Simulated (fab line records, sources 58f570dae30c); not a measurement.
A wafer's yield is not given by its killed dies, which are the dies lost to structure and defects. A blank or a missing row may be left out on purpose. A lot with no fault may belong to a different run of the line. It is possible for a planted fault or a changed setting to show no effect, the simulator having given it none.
What tool caused it? | flow berkeley_cmos170 | 7 lots, 21 wafers sampled, at 2 steps of a route of 331

WHAT EACH GAUGE READ, for each wafer
UCB170_PWELL_THK_MEAS_06.
lot  | measured    | on            | PWELL_NITRIDE_THK (nm)
L588 | day 3 21:52 | film_metro-02 | 218.5 216.5 216.5
L590 | day 3 21:53 | film_metro-03 | 218.1 218.1 218.7
L594 | day 4 21:25 | film_metro-01 | 220.3 222.5 222.7
L596 | day 5 11:29 | film_metro-02 | 219.4 220.1 218.5
L603 | day 6 06:59 | film_metro-02 | 217.8 217.7 218.5
L608 | day 7 10:42 | film_metro-02 | 219.0 218.4 217.5
L610 | day 8 01:46 | film_metro-01 | 215.6 216.9 216.4

WHAT TOOL EACH LOT RAN ON (gives the tool, then ch and the chambers of the sampled wafers, and finally the start)
lot  | UCB170_NWELL_ETCH_13
L588 | rie_diel-02 ch 1,2, day 2 23:38
L590 | rie_diel-01 ch 0,1,3, day 3 02:52
L594 | rie_diel-01 ch 0,1,3, day 4 01:25
L596 | rie_diel-03 ch 2,3, day 4 12:36
L603 | rie_diel-02 ch 1,2,3, day 5 16:55
L608 | rie_diel-03 ch 0,1,3, day 6 19:05
L610 | rie_diel-01 ch 1,2, day 7 07:21
- UCB170_NWELL_ETCH_13: etches Si3N4 in CH3F/Ar/O2, stops on SiO2, target depth 246.4 nm, time 154 s.

THE ANSWER, worked out from the rows above alone
Rule: what is usual is taken from the lots themselves. The widest of any qualifying gaps counts: lots, ordered by their means at a reading, are off when they make up no more than a third of the lots, leave a main group of 4 or more, and stand apart from it by 3 or more times the standard deviation of that group's means. Not used: any main group whose means are identical at the precision the tables above print for the reading. Also off: a lot with no number at a reading for which 4 or more lots have one. Where the step has rows for the other lots, those lots are counted as sound.
No lot is off at any reading shown: from this, nothing can be told.

WHAT THE SIMULATOR PUT IN
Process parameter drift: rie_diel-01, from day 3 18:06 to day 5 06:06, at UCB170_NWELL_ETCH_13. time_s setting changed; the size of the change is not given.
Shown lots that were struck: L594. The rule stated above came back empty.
